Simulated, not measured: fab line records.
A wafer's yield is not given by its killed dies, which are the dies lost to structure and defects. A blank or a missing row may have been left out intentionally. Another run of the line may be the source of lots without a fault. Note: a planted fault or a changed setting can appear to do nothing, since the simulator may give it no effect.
fab line records | flow ritCmos
[record] lots = 14 | wafers = 42 | lastDay = 7
route steps=202 shown NSD@140 PSD@148 SILICIDE@162 CONTACT@168 M1@202
lots with no fault: from the same line, run without faults
startH: hours from the record's first day to the start of the lot's first wafer shown | waitH: hours from the lot's prior step to this one | " identical to the entry in the row above | L1.1+2: a single row standing in for several wafers | - no value present, or no start provided | * or withheld: withheld | < > ~ a bound
route shown NAME@n: names a module that has steps shown in the file, with the first one's number in the route | usual: mean/standard deviation of fault-free wafers | same: alike in all rows | chamber/n: place in a boat | sites: readings site by site | _std_site: their standard deviation | _edge_site: inner sites' mean taken away from outer sites' mean | radiusMm: how far each site lies from the wafer's centre | mask NAME#n: copy n | behind: the tool/chamber that last shaped the wafer | hold: the reason the lot was held/the length of the hold in hours/how it ended | device: names the non-switching transistor (n, p or np) | end of line: tests of these same wafers at the route's end | a step without rows: its recipe alone | killed: the dies lost at the first sort to structure and to defects; this is not the yield of the wafer | map: dies across one wafer; x = killed, . = not, _ = none there
set.NAME: the run value of the setting; set.NAME@STEP: its run value at that earlier step | model.NAME: the simulator's own value behind a step, which no gauge read
the route's steps for a sample of lots (tables are steps, rows are wafers)
services: when a tool's chamber went out of use (startH, in hours from the record's first day, below 0 if earlier), for how many hours, and the reason
[[steps]]
[step RIT_NSD_STRIP_09]
[recipe] chemistry = O2 | timeS = 180 | resist = NOVOLAK | platenTempC = withheld | powerW = 500 | pressureMtorr = 4000 | o2FlowSccm = 4000
[usual] drypumpMotorCurrentA = 5.4/0.58
lot.wafer | tool           | chamber | startH | waitH | drypumpMotorCurrentA | rfHoursCounterH
L629.4    | plasmaAsher-01 | 0       | 53.62  | 0.1   | 5.3                  | -
L629.5    | "              | 1       | "      | "     | 4.7                  | -
L629.6    | "              | 0       | "      | "     | 5.3                  | -
L631.3    | plasmaAsher-03 | 0       | 62.75  | 0.1   | 5.8                  | -
L631.5    | "              | 1       | "      | "     | 5.4                  | -
L631.6    | "              | 0       | "      | "     | 5.8                  | -
L632.2    | plasmaAsher-02 | 1       | 69.07  | 0.1   | 5.0                  | 24
L632.4    | "              | 1       | "      | "     | 5.0                  | -
L632.5    | "              | 1       | "      | "     | 5.0                  | -
L633.1    | plasmaAsher-01 | 0       | 73.78  | 0.1   | 5.3                  | 35
L633.2    | "              | 1       | "      | "     | 4.7                  | 35
L633.4    | "              | 0       | "      | "     | 5.3                  | -
L635.3    | plasmaAsher-01 | 1       | 84.83  | 0.1   | 4.7                  | -
L635.5    | "              | 0       | "      | "     | 5.3                  | -
L635.6    | "              | 1       | "      | "     | 4.7                  | -
L636.3    | plasmaAsher-02 | 0       | 91.62  | 0.1   | 6.5                  | -
L636.5    | "              | 1       | "      | "     | 4.9                  | -
L636.6    | "              | 0       | "      | "     | 6.5                  | -
L637.2    | plasmaAsher-03 | 0       | 95.48  | 0.1   | 5.8                  | 50
L637.4    | "              | 1       | "      | "     | 5.4                  | -
L637.6    | "              | 0       | "      | "     | 5.8                  | -
L638.2    | plasmaAsher-01 | 0       | 98.90  | 0.1   | 5.3                  | 37
L638.5    | "              | 0       | "      | "     | 5.3                  | -
L638.6    | "              | 1       | "      | "     | 4.7                  | -
L640.1    | plasmaAsher-03 | 1       | 108.21 | 0.1   | 5.4                  | 52
L640.2    | "              | 0       | "      | "     | 5.8                  | 52
L640.4    | "              | 1       | "      | "     | 5.4                  | -
L641.3    | plasmaAsher-02 | 1       | 113.07 | 0.1   | 4.9                  | -
L641.4    | "              | 0       | "      | "     | 6.5                  | -
L641.5    | "              | 0       | "      | "     | 6.5                  | -
L647.3    | plasmaAsher-01 | 0       | 143.45 | 0.1   | 5.3                  | -
L647.4    | "              | 1       | "      | "     | 4.7                  | -
L647.6    | "              | 0       | "      | "     | 5.3                  | -
L650.2    | plasmaAsher-02 | 0       | 156.39 | 0.1   | 6.5                  | 34
L650.5    | "              | 0       | "      | "     | 6.5                  | -
L650.6    | "              | 1       | "      | "     | 4.9                  | -
L651.1    | plasmaAsher-01 | 0       | 160.39 | 0.1   | 5.3                  | 5
L651.3    | "              | 1       | "      | "     | 4.7                  | -
L651.6    | "              | 1       | "      | "     | 4.7                  | -
L652.2    | plasmaAsher-02 | 1       | 167.47 | 0.1   | 5.0                  | 35
L652.5    | "              | 0       | "      | "     | 6.5                  | -
L652.6    | "              | 1       | "      | "     | 4.9                  | -
[step RIT_PSD_OVL_MEAS_06]
[usual] PSD_OVL = 1.2/1.5
lot.wafer | tool       | chamber | startH | waitH | PSD_OVL[nm]
L629.4    | overlay-01 | -       | 54.67  | -     | -1.0
L629.5    | "          | -       | "      | "     | -0.3
L629.6    | "          | -       | "      | "     | -0.4
L631.3    | overlay-01 | -       | 63.85  | -     | -0.8
L631.5    | "          | -       | "      | "     | 1.1
L631.6    | "          | -       | "      | "     | 1.0
L632.2    | overlay-01 | -       | 70.29  | -     | 1.9
L632.4    | "          | -       | "      | "     | 3.3
L632.5    | "          | -       | "      | "     | 1.4
L633.1    | overlay-01 | -       | 74.86  | -     | 0.0
L633.2    | "          | -       | "      | "     | 0.3
L633.4    | "          | -       | "      | "     | -1.4
L635.3    | overlay-01 | -       | 86.12  | -     | 0.4
L635.5    | "          | -       | "      | "     | 1.4
L635.6    | "          | -       | "      | "     | 0.4
L636.3    | overlay-01 | -       | 92.78  | -     | -0.8
L636.5    | "          | -       | "      | "     | -1.0
L636.6    | "          | -       | "      | "     | -0.4
L637.2    | overlay-01 | -       | 96.75  | -     | -1.2
L637.4    | "          | -       | "      | "     | 1.2
L637.6    | "          | -       | "      | "     | -1.0
L638.2    | overlay-02 | -       | 100.11 | -     | 1.0
L638.5    | "          | -       | "      | "     | 0.0
L638.6    | "          | -       | "      | "     | 4.4
L640.1    | overlay-02 | -       | 109.42 | -     | 1.1
L640.2    | "          | -       | "      | "     | 2.5
L640.4    | "          | -       | "      | "     | 1.9
L641.3    | overlay-01 | -       | 114.23 | -     | 2.4
L641.4    | "          | -       | "      | "     | 1.7
L641.5    | "          | -       | "      | "     | 0.6
L647.3    | overlay-02 | -       | 144.49 | -     | 1.9
L647.4    | "          | -       | "      | "     | 3.5
L647.6    | "          | -       | "      | "     | 3.1
L650.2    | overlay-02 | -       | 157.56 | -     | 1.0
L650.5    | "          | -       | "      | "     | -0.1
L650.6    | "          | -       | "      | "     | -0.9
L651.1    | overlay-02 | -       | 161.60 | -     | 5.0
L651.3    | "          | -       | "      | "     | 4.1
L651.6    | "          | -       | "      | "     | 3.9
L652.2    | overlay-02 | -       | 168.67 | -     | 1.5
L652.5    | "          | -       | "      | "     | 3.0
L652.6    | "          | -       | "      | "     | -0.2
[step RIT_SILICIDE_SPUTTER_01]
[recipe] material = Ti | targetThkNm = 30 | powerW = 350 | chamberPressurePa = 0.667 | gas = Ar | timeS = 240 | substrateTempC = 25
[usual] throttleValvePct = 30.1/1
lot.wafer | tool          | chamber | startH | waitH | throttleValvePct
L629.4    | pvdSputter-03 | -       | 56.14  | 0.0   | 31.5
L629.5    | "             | -       | "      | "     | 29.3
L629.6    | "             | -       | "      | "     | 31.6
L631.3    | pvdSputter-03 | -       | 65.52  | 0.0   | 29.2
L631.5    | "             | -       | "      | "     | 32.2
L631.6    | "             | -       | "      | "     | 29.2
L632.2    | pvdSputter-01 | -       | 71.77  | 0.0   | 29.6
L632.4    | "             | -       | "      | "     | 29.3
L632.5    | "             | -       | "      | "     | 29.4
L633.1    | pvdSputter-03 | -       | 76.35  | 0.0   | 32.1
L633.2    | "             | -       | "      | "     | 29.0
L633.4    | "             | -       | "      | "     | 31.2
L635.3    | pvdSputter-03 | -       | 87.59  | 0.0   | 29.2
L635.5    | "             | -       | "      | "     | 29.0
L635.6    | "             | -       | "      | "     | 31.4
L636.3    | pvdSputter-01 | -       | 94.29  | 0.0   | 29.6
L636.5    | "             | -       | "      | "     | 29.3
L636.6    | "             | -       | "      | "     | 30.0
L637.2    | pvdSputter-03 | -       | 98.25  | 0.0   | 29.3
L637.4    | "             | -       | "      | "     | 31.6
L637.6    | "             | -       | "      | "     | 31.9
L638.2    | pvdSputter-01 | -       | 101.60 | 0.0   | 29.1
L638.5    | "             | -       | "      | "     | 29.6
L638.6    | "             | -       | "      | "     | 29.6
L640.1    | pvdSputter-01 | -       | 110.91 | 0.0   | 29.5
L640.2    | "             | -       | "      | "     | 29.5
L640.4    | "             | -       | "      | "     | 30.3
L641.3    | pvdSputter-03 | -       | 115.71 | 0.0   | 29.3
L641.4    | "             | -       | "      | "     | 28.8
L641.5    | "             | -       | "      | "     | 29.2
L647.3    | pvdSputter-03 | -       | 145.97 | 0.0   | 32.0
L647.4    | "             | -       | "      | "     | 29.3
L647.6    | "             | -       | "      | "     | 31.3
L650.2    | pvdSputter-01 | -       | 159.05 | 0.0   | 29.2
L650.5    | "             | -       | "      | "     | 30.2
L650.6    | "             | -       | "      | "     | 29.8
L651.1    | pvdSputter-03 | -       | 163.08 | 0.0   | 29.0
L651.3    | "             | -       | "      | "     | 31.5
L651.6    | "             | -       | "      | "     | 32.0
L652.2    | pvdSputter-03 | -       | 170.15 | 0.0   | 29.3
L652.5    | "             | -       | "      | "     | 29.0
L652.6    | "             | -       | "      | "     | 31.4
[step RIT_CONTACT_CVD_00]
[recipe] material = SiO2 | targetThkNm = 400 | precursor = TEOS | tempC = 390 | timeS = 61 | rfW = 400
[usual] heaterPowerW = 352/57
lot.wafer | tool     | chamber | startH | waitH | heaterPowerW
L629.4    | pecvd-03 | 1       | 56.67  | 0.0   | 356
L629.5    | "        | 0       | "      | "     | 253
L629.6    | "        | 2       | "      | "     | 313
L631.3    | pecvd-02 | 1       | 66.02  | 0.0   | 333
L631.5    | "        | 1       | "      | "     | 344
L631.6    | "        | 0       | "      | "     | 446
L632.2    | pecvd-03 | 2       | 72.28  | 0.0   | 265
L632.4    | "        | 2       | "      | "     | 279
L632.5    | "        | 1       | "      | "     | 266
L633.1    | pecvd-01 | 2       | 76.86  | 0.1   | 358
L633.2    | "        | 0       | "      | "     | 396
L633.4    | "        | 1       | "      | "     | 343
L635.3    | pecvd-03 | 2       | 88.10  | 0.0   | 281
L635.5    | "        | 1       | "      | "     | 339
L635.6    | "        | 2       | "      | "     | 282
L636.3    | pecvd-01 | 2       | 94.80  | 0.0   | 415
L636.5    | "        | 0       | "      | "     | 404
L636.6    | "        | 2       | "      | "     | 430
L637.2    | pecvd-02 | 2       | 98.75  | 0.0   | 352
L637.4    | "        | 0       | "      | "     | 410
L637.6    | "        | 2       | "      | "     | 377
L638.2    | pecvd-03 | 0       | 102.10 | 0.0   | 330
L638.5    | "        | 1       | "      | "     | 351
L638.6    | "        | 0       | "      | "     | 330
L640.1    | pecvd-02 | 2       | 111.42 | 0.1   | 351
L640.2    | "        | 0       | "      | "     | 424
L640.4    | "        | 2       | "      | "     | 370
L641.3    | pecvd-03 | 2       | 116.21 | 0.0   | 227
L641.4    | "        | 0       | "      | "     | 345
L641.5    | "        | 2       | "      | "     | 248
L647.3    | pecvd-03 | 1       | 146.47 | 0.0   | 339
L647.4    | "        | 0       | "      | "     | 255
L647.6    | "        | 2       | "      | "     | 315
L650.2    | pecvd-03 | 2       | 159.55 | 0.0   | 283
L650.5    | "        | 2       | "      | "     | 299
L650.6    | "        | 1       | "      | "     | 370
L651.1    | pecvd-01 | 2       | 163.59 | 0.1   | 399
L651.3    | "        | 0       | "      | "     | 431
L651.6    | "        | 0       | "      | "     | 429
L652.2    | pecvd-02 | 1       | 170.66 | 0.0   | 297
L652.5    | "        | 2       | "      | "     | 384
L652.6    | "        | 1       | "      | "     | 332
[step RIT_CONTACT_THK_MEAS_01]
[recipe] reads = SiO2_of_CONTACT_CVD_00
[usual] CONTACT_TEOS_THK = 401/5
lot.wafer | tool         | chamber | startH | waitH | CONTACT_TEOS_THK[nm]
L629.4    | filmMetro-02 | -       | 56.73  | 0.0   | 399
L629.5    | "            | -       | "      | "     | 410
L629.6    | "            | -       | "      | "     | 400
L631.3    | filmMetro-01 | -       | 66.10  | 0.0   | 396
L631.5    | "            | -       | "      | "     | 405
L631.6    | "            | -       | "      | "     | 406
L632.2    | filmMetro-04 | -       | 72.34  | 0.0   | 399
L632.4    | "            | -       | "      | "     | 409
L632.5    | "            | -       | "      | "     | 405
L633.1    | filmMetro-02 | -       | 76.91  | 0.0   | 401
L633.2    | "            | -       | "      | "     | 397
L633.4    | "            | -       | "      | "     | 401
L635.3    | filmMetro-02 | -       | 88.17  | 0.0   | 403
L635.5    | "            | -       | "      | "     | 400
L635.6    | "            | -       | "      | "     | 409
L636.3    | filmMetro-04 | -       | 94.87  | 0.0   | 400
L636.5    | "            | -       | "      | "     | 398
L636.6    | "            | -       | "      | "     | 399
L637.2    | filmMetro-02 | -       | 98.82  | 0.0   | 395
L637.4    | "            | -       | "      | "     | 404
L637.6    | "            | -       | "      | "     | 400
L638.2    | filmMetro-02 | -       | 102.16 | 0.0   | 397
L638.5    | "            | -       | "      | "     | 400
L638.6    | "            | -       | "      | "     | 404
L640.1    | filmMetro-04 | -       | 111.47 | 0.0   | 391
L640.2    | "            | -       | "      | "     | 401
L640.4    | "            | -       | "      | "     | 400
L641.3    | filmMetro-04 | -       | 116.28 | 0.0   | 404
L641.4    | "            | -       | "      | "     | 409
L641.5    | "            | -       | "      | "     | 406
L647.3    | filmMetro-02 | -       | 146.54 | 0.0   | 414
L647.4    | "            | -       | "      | "     | 426
L647.6    | "            | -       | "      | "     | 421
L650.2    | filmMetro-01 | -       | 159.61 | 0.0   | 416
L650.5    | "            | -       | "      | "     | 423
L650.6    | "            | -       | "      | "     | 424
L651.1    | filmMetro-01 | -       | 163.64 | 0.0   | 395
L651.3    | "            | -       | "      | "     | 399
L651.6    | "            | -       | "      | "     | 402
L652.2    | filmMetro-01 | -       | 170.72 | 0.0   | 396
L652.5    | "            | -       | "      | "     | 402
L652.6    | "            | -       | "      | "     | 408
[step RIT_M1_PROBE_99]
[usual] killedAtContacts = 0.0/0.22 | killedAtFrontEnd = 6.6/3 | killedDies = 6.6/3 | killedOpen = 3.4/2 | killedShort = 3.2/2
[same] grossDies = 264 | killed_at_M0_to_M3 = 0 | killed_at_M4_up = 0 | killedAtBackSide = 0 | killedAtOther = 0
lot.wafer | tool      | chamber | startH | waitH | killedAtContacts | killedAtFrontEnd | killedDies | killedOpen | killedShort
L629.4    | prober-01 | -       | 63.58  | 0.2   | 0                | 5                | 5          | 3          | 2
L629.5    | prober-01 | -       | 63.63  | 0.2   | 0                | 8                | 8          | 6          | 2
L629.6    | prober-01 | -       | 63.68  | 0.2   | 0                | 12               | 12         | 6          | 6
L633.1    | prober-01 | -       | 83.20  | 0.1   | 0                | 4                | 4          | 2          | 2
L633.2    | prober-01 | -       | 83.25  | 0.1   | 0                | 9                | 9          | 5          | 4
L633.4    | prober-01 | -       | 83.35  | 0.2   | 0                | 5                | 5          | 3          | 2
L638.2    | prober-02 | -       | 108.87 | 0.1   | 0                | 3                | 3          | 2          | 1
L638.5    | prober-02 | -       | 109.02 | 0.2   | 0                | 4                | 4          | 1          | 3
L638.6    | prober-02 | -       | 109.07 | 0.2   | 0                | 6                | 6          | 1          | 5
L640.1    | prober-02 | -       | 117.71 | 0.1   | 0                | 5                | 5          | 2          | 3
L640.2    | prober-02 | -       | 117.76 | 0.1   | 0                | 7                | 7          | 2          | 5
L640.4    | prober-02 | -       | 117.86 | 0.2   | 0                | 9                | 9          | 4          | 5
L647.3    | prober-02 | -       | 152.93 | 0.2   | 0                | 6                | 6          | 3          | 3
L647.4    | prober-02 | -       | 152.98 | 0.2   | 1                | 2                | 3          | 3          | 0
L647.6    | prober-02 | -       | 153.08 | 0.2   | 0                | 7                | 7          | 5          | 2
L651.1    | prober-02 | -       | 170.07 | 0.1   | 0                | 14               | 14         | 5          | 9
L651.3    | prober-02 | -       | 170.17 | 0.2   | 0                | 13               | 13         | 5          | 8
L651.6    | prober-02 | -       | 170.32 | 0.2   | 0                | 5                | 5          | 1          | 4
// killed by level:class
L629.4 GATE:geometricParticle:open=2 REOX:geometricParticle:short=2 REOX:geometricParticle:open=1
L629.5 REOX:geometricParticle:open=3 FOX1:geometricParticle:short=2 FOX1:geometricParticle:open=1 FOX2:geometricParticle:open=1 GATE:geometricParticle:open=1
L629.6 GATE:geometricParticle:short=4 FOX1:geometricParticle:short=2 GATE:geometricParticle:open=2 SILICIDE:geometricParticle:open=2 FOX1:geometricParticle:open=1 FOX2:geometricParticle:open=1
L633.1 GATE:geometricParticle:open=2 FOX1:geometricParticle:short=1 FOX2:geometricParticle:short=1
L633.2 GATE:geometricParticle:open=3 GATE:geometricParticle:short=2 SPACER:geometricParticle:open=2 FOX2:geometricParticle:short=1 REOX:geometricParticle:short=1
L633.4 GATE:geometricParticle:open=2 FOX2:geometricParticle:open=1 GATE:geometricParticle:short=1 REOX:geometricParticle:short=1
L638.2 GATE:geometricParticle:open=2 FOX1:geometricParticle:short=1
L638.5 GATE:geometricParticle:short=2 FOX2:geometricParticle:open=1 SPACER:geometricParticle:short=1
L638.6 FOX2:geometricParticle:short=2 FOX1:geometricParticle:short=1 GATE:geometricParticle:open=1 GATE:geometricParticle:short=1 REOX:geometricParticle:short=1
L640.1 FOX2:geometricParticle:open=1 GATE:geometricParticle:short=1 SPACER:geometricParticle:short=1 SILICIDE:geometricParticle:open=1 SILICIDE:geometricParticle:short=1
L640.2 GATE:geometricParticle:short=2 SPACER:geometricParticle:short=2 FOX2:geometricParticle:open=1 SPACER:geometricParticle:open=1 SILICIDE:geometricParticle:short=1
L640.4 GATE:geometricParticle:open=4 GATE:geometricParticle:short=2 SILICIDE:geometricParticle:short=2 REOX:geometricParticle:short=1
L647.3 GATE:geometricParticle:short=2 SPACER:geometricParticle:open=1 GATE:geometricParticle:open=1 SPACER:geometricParticle:short=1 SILICIDE:geometricParticle:open=1
L647.4 REOX:geometricParticle:open=1 SILICIDE:geometricParticle:open=1 CONTACT:geometricParticle:open=1
L647.6 GATE:geometricParticle:open=2 REOX:geometricParticle:open=2 REOX:geometricParticle:short=2 SPACER:geometricParticle:open=1
L651.1 GATE:geometricParticle:short=3 GATE:geometricParticle:open=3 REOX:geometricParticle:short=3 SPACER:geometricParticle:short=2 REOX:geometricParticle:open=1 SILICIDE:geometricParticle:open=1 SILICIDE:geometricParticle:short=1
L651.3 GATE:geometricParticle:short=5 GATE:geometricParticle:open=3 FOX1:geometricParticle:short=1 REOX:geometricParticle:short=1 SPACER:geometricParticle:open=1 SPACER:geometricParticle:short=1 SILICIDE:geometricParticle:open=1
L651.6 GATE:geometricParticle:short=3 REOX:geometricParticle:open=1 SPACER:geometricParticle:short=1
[[services]]
tool           | chamber | startH | hours | kind
plasmaAsher-01 | -       | 38.42  | 0.3   | repair
pecvd-03       | 2       | 41.25  | 6.8   | repair
pvdSputter-01  | -       | 46.88  | 2.0   | repair
pecvd-03       | 1       | 47.84  | 5.9   | repair
pecvd-02       | 2       | 52.24  | 11.3  | repair
pecvd-02       | -       | 58.59  | 1.1   | repair
pecvd-03       | 0       | 81.09  | 6.3   | repair
plasmaAsher-01 | -       | 108.75 | 9.0   | pm
plasmaAsher-01 | 0       | 108.75 | 9.0   | ventCycle
plasmaAsher-01 | 1       | 108.75 | 9.0   | ventCycle
plasmaAsher-01 | 0       | 117.75 | -     | clean
plasmaAsher-01 | 1       | 117.75 | -     | clean
pecvd-01       | -       | 123.95 | 1.8   | repair
pecvd-01       | 0       | 138.27 | 3.9   | repair
plasmaAsher-03 | -       | 141.43 | 21.2  | repair
pecvd-02       | -       | 143.86 | 1.5   | repair
plasmaAsher-02 | -       | 157.25 | 4.0   | repair
[[key]]
[firstSign] step = RIT_CONTACT_THK_MEAS_01 | reading = CONTACT_TEOS_THK | direction = up | sigmas = 4 | usual = 401 | struck = 421
effect none on later readings
metAt RIT_CONTACT_CVD_00
struckLots L647,L650
testerLeftOut L647,L650
notActingAt RIT_NSD_STRIP_09,RIT_PSD_OVL_MEAS_06,RIT_SILICIDE_SPUTTER_01
onsetBetween 116.21 146.47
[fault] kind = processParameterDrift | tool = pecvd-03 | chamber = - | onsetH = 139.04 | steps = RIT_CONTACT_CVD_00 | channel = targetThkNm | offset = 16.392 | shape = step | endH = 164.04 | stated = 400
// testerLeftOut: of these lots the tester's yield and bins aren't shown, on N5 and GAA mostly nor the transistor test; their killed dies are dies lost to structure and defects alone, not to doping, threshold or leakage, so they don't give the yield
